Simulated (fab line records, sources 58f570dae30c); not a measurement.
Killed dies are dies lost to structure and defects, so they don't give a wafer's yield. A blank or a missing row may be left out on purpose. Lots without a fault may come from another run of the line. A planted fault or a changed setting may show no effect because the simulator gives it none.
Which tool did it? | flow berkeley_cmos170 | 14 lots, 42 wafers sampled, at 3 steps of a route of 331

WHAT THE GAUGES READ, wafer by wafer
UCB170_FIELD_THK_MEAS_90.
lot  | measured     | on            | FIELD_OXIDE_LEFT_1_THK (nm)
L398 | day 4 12:21  | film_metro-01 | 440 433 443
L401 | day 5 12:05  | film_metro-01 | 455 450 451
L402 | day 5 12:05  | film_metro-03 | 445 444 440
L403 | day 5 23:00  | film_metro-03 | 410 417 410
L407 | day 6 08:57  | film_metro-02 | 428 422 432
L408 | day 6 15:18  | film_metro-03 | 425 418 416
L410 | day 7 00:29  | film_metro-02 | 441 434 439
L412 | day 7 10:38  | film_metro-03 | 446 439 446
L416 | day 8 17:46  | film_metro-01 | 440 441 443
L417 | day 8 17:47  | film_metro-03 | 448 450 454
L418 | day 9 02:43  | film_metro-01 | 429 450 434
L419 | day 9 02:43  | film_metro-03 | 447 438 441
L420 | day 9 15:17  | film_metro-03 | 452 445 456
L421 | day 10 05:32 | film_metro-02 | 446 436 443

UCB170_PSD_TW_MEAS_10.
lot  | measured     | on            | PSD_TW
L398 | day 6 04:22  | film_metro-01 | 2369 2351 2354
L401 | day 7 01:04  | film_metro-03 | 2310 2330 2317
L402 | day 7 01:47  | film_metro-04 | 2281 2303 2295
L403 | day 7 10:06  | film_metro-03 | 2329 2354 2333
L407 | day 8 03:17  | film_metro-03 | 2333 2333 2345
L408 | day 8 10:08  | film_metro-04 | 2314 2322 2318
L410 | day 8 18:45  | film_metro-04 | 2321 2308 2308
L412 | day 9 06:19  | film_metro-04 | 2294 2293 2276
L416 | day 10 06:35 | film_metro-03 | 2336 2344 2334
L417 | day 10 06:58 | film_metro-01 | 2364 2358 2359
L418 | day 10 17:10 | film_metro-01 | 2356 2361 2368
L419 | day 10 17:26 | film_metro-01 | 2365 2364 2357
L420 | day 11 01:49 | film_metro-03 | 2326 2345 2330
L421 | day 11 19:34 | film_metro-01 | 2358 2357 2349

WHICH TOOL RAN EACH LOT (tool, then ch and the chambers of the sampled wafers, then the start)
lot  | UCB170_PLDD_EXPOSE_03
L398 | krf_scanner-01 ch 0, day 5 16:11
L401 | krf_scanner-01 ch 0, day 6 16:25
L402 | krf_scanner-01 ch 0, day 6 17:10
L403 | krf_scanner-02 ch 0, day 7 00:31
L407 | krf_scanner-02, day 7 16:59
L408 | krf_scanner-01, day 8 00:18
L410 | krf_scanner-01 ch 0, day 8 08:30
L412 | krf_scanner-02 ch 0, day 8 19:46
L416 | krf_scanner-01 ch 0, day 9 22:28
L417 | krf_scanner-02 ch 0, day 9 22:44
L418 | krf_scanner-01 ch 0, day 10 07:35
L419 | krf_scanner-02 ch 0, day 10 07:50
L420 | krf_scanner-01 ch 0, day 10 17:08
L421 | krf_scanner-01 ch 0, day 11 11:06
- UCB170_PLDD_EXPOSE_03: exposes mask PSELECT, target cd 1200 nm.

WHAT THE TOOLS THEMSELVES READ (means of the sampled wafers that have a number; where no wafer has one, the mark that the record gives instead)
UCB170_PLDD_EXPOSE_03.
lot  | tool           | exposure_dose_mJ_cm2 | focus_offset_nm (nm) | stage_vel_mm_s (mm/s)
L398 | krf_scanner-01 | 30.011               | 0.1                  | 500.25
L401 | krf_scanner-01 | 29.998               | -0.4                 | 500.01
L402 | krf_scanner-01 | 29.973               | -0.3                 | 499.98
L403 | krf_scanner-02 | 29.976               | 0.4                  | 499.82
L407 | krf_scanner-02 | -                    | -                    | -
L408 | krf_scanner-01 | -                    | -                    | -
L410 | krf_scanner-01 | 30.003               | -0.2                 | 500.23
L412 | krf_scanner-02 | 29.995               | -0.2                 | 500.13
L416 | krf_scanner-01 | 29.951               | -0.0                 | 500.20
L417 | krf_scanner-02 | 29.983               | 0.5                  | 500.08
L418 | krf_scanner-01 | 29.960               | 0.2                  | 500.11
L419 | krf_scanner-02 | 29.954               | 0.5                  | 499.98
L420 | krf_scanner-01 | 29.987               | 0.0                  | 500.12
L421 | krf_scanner-01 | 29.931               | -0.4                 | 500.03

THE ANSWER, worked out from the rows above alone
Rule: what is usual is taken from the lots themselves. Put in order of their means at a reading, lots are off if they are a third of the lots or fewer, leave a main group of 4 or more, and stand apart from it by a gap of 3 or more times the standard deviation of the main group's means; of several such gaps the widest counts. A main group whose means are all the same, to the digits that the tables above print for the reading, isn't used. A lot without any number at a reading at which 4 lots or more have one is off too. The other lots that the step has rows for count as sound. The gauges are gone through in route order, then the tools' own readings, and for those a lot's mean is taken as printed above. The first step at which some lot is off is used, and at that step the reading that is off furthest; a lot without a number counts as furthest.
Off: L407, L408, at UCB170_PLDD_EXPOSE_03 (exposure_dose_mJ_cm2). Without a number there: L407, L408. The main group: mean 29.977, standard deviation 0.023.
A tool fits if, at that step or a process step before it, it ran every lot that is off, and no sound lot after the first of them. None of those tried fits.

WHAT THE SIMULATOR HAD PUT IN
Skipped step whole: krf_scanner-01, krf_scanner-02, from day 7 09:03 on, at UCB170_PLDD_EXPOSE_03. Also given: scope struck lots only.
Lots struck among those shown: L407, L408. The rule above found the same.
